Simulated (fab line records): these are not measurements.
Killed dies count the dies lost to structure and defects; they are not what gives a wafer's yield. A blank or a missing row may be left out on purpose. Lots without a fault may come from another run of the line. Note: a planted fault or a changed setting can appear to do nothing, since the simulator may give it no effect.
Lot-split experiment | flow ritCmos | 23 wafers read from 5 lots, route of 202 steps

== ABOUT THE SPLIT ==
At RIT_PSD_SOFTBAKE_02 (time 60 s), the setting tempC was moved away from the recipe's 90 C on 8 of the 23 wafers read, by -2.8% to +3.6%. All remaining wafers had this setting at the recipe value.

== FROM THE SPLIT TO THE READING: what the file shows between them, 2 steps ==
- RIT_PSD_EXPOSE_03: exposes mask M10, target cd 40900 nm
- RIT_PSD_PEB_04

== THE READING ==
NOVOLAK_of_PSD_COAT_01.thkNm (the simulator's own value, which no gauge read), in nm, at RIT_PSD_DEVELOP_05 (develop time 50 s). No usual value for it is given in the file. Here, 15 wafers ran the recipe; their average is 999.9 nm with a standard deviation of 2.8 nm.

wafer  | tool, chamber at the split | tempC as run, C | against the recipe | NOVOLAK_of_PSD_COAT_01.thkNm, nm | against lot-mates on the recipe
L078.1 | lithoTrack-04, 0           | 90              | recipe             | 1003                             | -
L078.5 | lithoTrack-04, 0           | 90              | recipe             | 1003                             | -
L078.2 | lithoTrack-04, 0           | 87.69           | -2.6%              | 1010                             | +7.3
L078.3 | lithoTrack-04, 0           | 90              | recipe             | 1002                             | -
L078.6 | lithoTrack-04, 0           | 87.69           | -2.6%              | 1009                             | +6.3
L079.1 | lithoTrack-04, 0           | 93.23           | +3.6%              | 995.9                            | -6.1
L079.2 | lithoTrack-04, 0           | 93.23           | +3.6%              | 993.2                            | -8.8
L079.4 | lithoTrack-04, 0           | 90              | recipe             | 1002                             | -
L079.6 | lithoTrack-04, 0           | 90              | recipe             | 1002                             | -
L079.5 | lithoTrack-04, 0           | 93.23           | +3.6%              | 991                              | -11.0
L080.1 | lithoTrack-04, 0           | 90              | recipe             | 1001                             | -
L080.2 | lithoTrack-04, 0           | 87.45           | -2.8%              | 1007                             | +6.8
L080.3 | lithoTrack-04, 0           | 90              | recipe             | 999.5                            | -
L080.4 | lithoTrack-04, 0           | 87.45           | -2.8%              | 1008                             | +7.8
L080.5 | lithoTrack-04, 0           | 87.45           | -2.8%              | 1013                             | +12.8
L083.1 | lithoTrack-02, 0           | 90              | recipe             | 999.4                            | -
L083.2 | lithoTrack-02, 0           | 90              | recipe             | 1000                             | -
L083.3 | lithoTrack-02, 0           | 90              | recipe             | 1001                             | -
L083.4 | lithoTrack-02, 0           | 90              | recipe             | 1001                             | -
L083.6 | lithoTrack-02, 0           | 90              | recipe             | 999.6                            | -
L084.1 | lithoTrack-04, 0           | 90              | recipe             | 992.8                            | -
L084.4 | lithoTrack-04, 0           | 90              | recipe             | 996.5                            | -
L084.6 | lithoTrack-04, 0           | 90              | recipe             | 995.1                            | -

THE FIT
A straight line over all 23 wafers: NOVOLAK_of_PSD_COAT_01.thkNm changes by -2.6 nm for each +1% of tempC; r = -0.85; the points scatter about the line by 3 nm.
The same after taking each lot's own level away (the mean of its wafers on the recipe; 23 wafers): -2.69 nm for each +1%; r = -0.96; scatter 1.6 nm.
On that fit, the largest move of tempC shifts the reading by 9.7 nm.
From 994.80 to 1002.67 nm: that is the span of the lots' own levels, equal to 2.8 times the standard deviation above.
The two slopes agree, so the slope changes little with the lot-to-lot level.
Check: with one of the wafers moved furthest among these (+3.6%) left out of the fit, the line predicts -10.3 nm for it against its lot-mates. It came out at -6.1 nm against them.

== FURTHER SPLITS ON THESE WAFERS ==
Note: prior to the reading, these wafers also went through further splits. Each is held against what the fit with the lots' levels taken away leaves over:
other split on the same wafers | wafers away from the commonest value | r with NOVOLAK_of_PSD_COAT_01.thkNm (lot level and that fit taken away)
RIT_GATE_OXIDATION_05 tempC    | 15                                   | -0.11
RIT_GATE_COAT_11 spinRpm       | 5                                    | -0.23
RIT_REOX_OXIDATION_03 oxTimeS  | 18                                   | -0.15
RIT_NLDD_IMPLANT_08 doseCm2    | 7                                    | +0.55
RIT_PLDD_IMPLANT_08 tiltDeg    | 7                                    | -0.01
RIT_NSD_HARDBAKE_07 tempC      | 7                                    | -0.30

== THE FILE'S OWN FIT ==
NOVOLAK_of_PSD_COAT_01.thkNm changes by -2.73 nm for each +1% of tempC, r = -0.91.
